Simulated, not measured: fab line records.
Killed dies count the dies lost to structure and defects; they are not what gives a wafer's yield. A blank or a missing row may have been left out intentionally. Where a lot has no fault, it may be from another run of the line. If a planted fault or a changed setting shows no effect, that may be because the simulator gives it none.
fab line records ; flow rit_cmos
[record] lots = 14; wafers = 42; last_day = 8
route steps=202 shown M1@189
lots that met no fault: taken from a fault-free run of the same line
start_h: hours from the record's opening day to when the first of the lot's shown wafers began ; wait_h: time in hours since the lot's previous step ; " as in the row above ; L1.1+2: a single row standing in for several wafers ; - value missing, or start not given ; * or withheld: withheld ; < > ~ a bound
route shown NAME@n: a module of which the file shows steps, and the number in the route of the first ; usual: mean/standard deviation taken from wafers without a fault ; same: alike in all rows ; chamber/n: place in a boat ; sites: per-site readings ; _std_site: their standard deviation ; _edge_site: mean of outer sites minus mean of inner sites ; radius_mm: for every site, how far away it sits from the centre of the wafer ; mask NAME#n: copy n ; behind: the tool/chamber that last shaped the wafer ; hold: why the lot was held/for how many hours/how that ended ; device: names the non-switching transistor (n, p or np) ; end of line: the route-end tests of the same wafers ; a step with no rows: only its recipe ; killed: count of dies lost to structure and defects at first sort (not the wafer's yield) ; map: the dies of a wafer, with x for killed, . for not killed, _ for no die there
set.NAME: the setting as run; set.NAME@STEP: as run at that earlier step ; model.NAME: the simulator's own value behind a step, which no gauge read
route steps across a sampled set of lots; one table per step, one row per wafer
[[steps]]
[step RIT_M1_SOFTBAKE_05]
[recipe] resist = NOVOLAK; temp_c = 90; time_s = 60
[usual] heater_power_total_W = 34.56/0.048; run_length_s = 89.14/0.29
lot.wafer;tool;chamber;start_h;wait_h;heater_power_total_W;run_length_s
L252.2;litho_track-04;0;60.58;0.1;34.58;89.35
L252.3;litho_track-04;0;60.58;0.1;34.57;89.58
L252.6;litho_track-04;0;60.58;0.1;34.56;89.36
L253.1;litho_track-02;0;67.66;0.1;34.51;89.23
L253.2;litho_track-02;0;67.66;0.1;34.59;89.34
L253.6;litho_track-02;0;67.66;0.1;34.47;89.52
L256.1;litho_track-03;0;79.68;0.1;34.50;89.08
L256.3;litho_track-03;0;79.68;0.1;34.64;88.73
L256.6;litho_track-03;0;79.68;0.1;34.50;88.85
L257.1;litho_track-03;0;84.71;0.1;34.53;88.73
L257.3;litho_track-03;0;84.71;0.1;34.59;88.72
L257.4;litho_track-03;0;84.71;0.1;34.60;88.74
L258.1;litho_track-03;0;88.24;0.1;34.57;88.70
L258.4;litho_track-03;0;88.24;0.1;34.54;88.84
L258.6;litho_track-03;0;88.24;0.1;34.62;88.69
L260.2;litho_track-02;0;101.59;0.1;34.49;89.44
L260.3;litho_track-02;0;101.59;0.1;34.55;89.45
L260.4;litho_track-02;0;101.59;0.1;34.53;89.38
L263.2;litho_track-03;0;116.38;0.1;34.53;88.71
L263.3;litho_track-03;0;116.38;0.1;34.68;88.89
L263.4;litho_track-03;0;116.38;0.1;34.55;88.80
L264.3;litho_track-03;0;122.82;0.1;34.57;88.72
L264.4;litho_track-03;0;122.82;0.1;34.54;89.01
L264.5;litho_track-03;0;122.82;0.1;34.51;89.04
L267.1;litho_track-02;0;138.17;0.1;34.62;89.21
L267.2;litho_track-02;0;138.17;0.1;34.52;89.46
L267.5;litho_track-02;0;138.17;0.1;34.60;89.22
L268.3;litho_track-03;0;142.17;0.1;38.05;71.74
L268.4;litho_track-03;0;142.17;0.1;38.05;71.53
L268.6;litho_track-03;0;142.17;0.1;38.05;71.56
L270.1;litho_track-03;0;154.42;0.1;38.10;71.57
L270.2;litho_track-03;0;154.42;0.1;38.03;71.75
L270.4;litho_track-03;0;154.42;0.1;38.10;71.54
L269.1;litho_track-02;0;156.37;0.1;34.58;89.42
L269.3;litho_track-02;0;156.37;0.1;34.56;89.42
L269.5;litho_track-02;0;156.37;0.1;34.61;89.38
L271.2;litho_track-04;0;159.79;0.1;34.55;89.33
L271.3;litho_track-04;0;159.79;0.1;34.62;89.43
L271.5;litho_track-04;0;159.79;0.1;34.53;89.40
L274.1;litho_track-04;0;183.54;0.1;34.59;89.28
L274.2;litho_track-04;0;183.54;0.1;34.59;89.29
L274.6;litho_track-04;0;183.54;0.1;34.55;89.32
[step RIT_M1_PROBE_99]
[usual] defect_limited_yield = 97.5/1; killed_at_M0_to_M3 = 0.0/0.14; killed_at_contacts = 0.0/0.25; killed_at_front_end = 6.6/2.7; killed_dies = 6.7/2.7; killed_open = 3.3/1.9; killed_short = 3.4/1.9; sort_bin_3_pad_short = 0.1/0.24; sort_bin_5_function = 1.5/0.78; sort_bin_6_memory = 0.9/0.69; sort_n_pass = 257.3/2.7; sort_yield_pct = 97.5/1
[same] gross_dies = 264; killed_at_M4_up = 0; killed_at_back_side = 0; killed_at_other = 0
lot.wafer;tool;chamber;start_h;wait_h;defect_limited_yield[%];killed_at_M0_to_M3;killed_at_contacts;killed_at_front_end;killed_dies;killed_open;killed_short;sort_bin_3_pad_short[%];sort_bin_5_function[%];sort_bin_6_memory[%];sort_n_pass;sort_yield_pct[%]
L263.2;prober-01;-;119.74;0.1;97.3;0;0;7;7;3;4;0.8;1.5;0.4;257.0;97.3
L263.3;prober-01;-;119.79;0.2;95.5;0;0;12;12;5;7;0.4;3.4;0.8;252.0;95.5
L263.4;prober-01;-;119.84;0.2;96.6;0;0;9;9;3;6;0;1.1;2.3;255.0;96.6
L268.3;prober-01;-;148.30;0.2;97.7;0;0;6;6;2;4;0;1.5;0.8;258.0;97.7
L268.4;prober-01;-;148.35;0.2;97.3;0;0;7;7;6;1;0;1.1;1.5;257.0;97.3
L268.6;prober-01;-;148.45;0.2;98.1;0;0;5;5;3;2;0;0;1.9;259.0;98.1
L270.1;prober-02;-;159.05;0.1;97.7;0;0;6;6;4;2;0;0.8;1.5;258.0;97.7
L270.2;prober-02;-;159.10;0.1;95.8;0;0;11;11;3;8;0;2.7;1.5;253.0;95.8
L270.4;prober-02;-;159.20;0.2;98.1;0;0;5;5;3;2;0;0.8;1.1;259.0;98.1
// killed by level:class
L263.2 FOX1:geometric_particle:open=2 GATE:geometric_particle:short=2 SPACER:geometric_particle:short=2 SPACER:geometric_particle:open=1
L263.3 GATE:geometric_particle:short=3 FOX2:geometric_particle:short=2 SPACER:geometric_particle:open=2 SPACER:geometric_particle:short=2 FOX2:geometric_particle:open=1 GATE:geometric_particle:open=1 REOX:geometric_particle:open=1
L263.4 GATE:geometric_particle:short=4 FOX1:geometric_particle:short=1 GATE:geometric_particle:open=1 SPACER:geometric_particle:open=1 SPACER:geometric_particle:short=1 SILICIDE:geometric_particle:open=1
L268.3 GATE:geometric_particle:short=2 SPACER:geometric_particle:short=2 GATE:geometric_particle:open=1 SILICIDE:geometric_particle:open=1
L268.4 GATE:geometric_particle:open=5 REOX:geometric_particle:open=1 SPACER:geometric_particle:short=1
L268.6 FOX1:geometric_particle:short=1 FOX2:geometric_particle:open=1 GATE:geometric_particle:open=1 GATE:geometric_particle:short=1 REOX:geometric_particle:open=1
L270.1 SPACER:geometric_particle:open=2 FOX1:geometric_particle:open=1 FOX2:geometric_particle:short=1 SILICIDE:geometric_particle:short=1 SILICIDE:geometric_particle:open=1
L270.2 REOX:geometric_particle:short=4 FOX1:geometric_particle:short=2 FOX1:geometric_particle:open=2 FOX2:geometric_particle:short=1 REOX:geometric_particle:open=1 SILICIDE:geometric_particle:short=1
L270.4 REOX:geometric_particle:open=2 FOX1:geometric_particle:short=1 GATE:geometric_particle:open=1 GATE:geometric_particle:short=1
[[key]]
[first_sign] step = RIT_M1_SOFTBAKE_05; reading = heater_power_total_W; direction = up; sigmas = 74; usual = 34.56; struck = 38.06
[effect] step = RIT_M1_SOFTBAKE_05; reading = run_length_s; direction = down; sigmas = 61; usual = *; struck = *
met_at RIT_M1_SOFTBAKE_05
struck_lots L268,L270
onset_between 122.82 142.17
[fault] kind = process_parameter_drift; tool = litho_track-03; chamber = -; onset_h = 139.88; steps = RIT_M1_SOFTBAKE_05; channel = time_s; offset = *; shape = step; end_h = 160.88; acts_in = *; stated = *
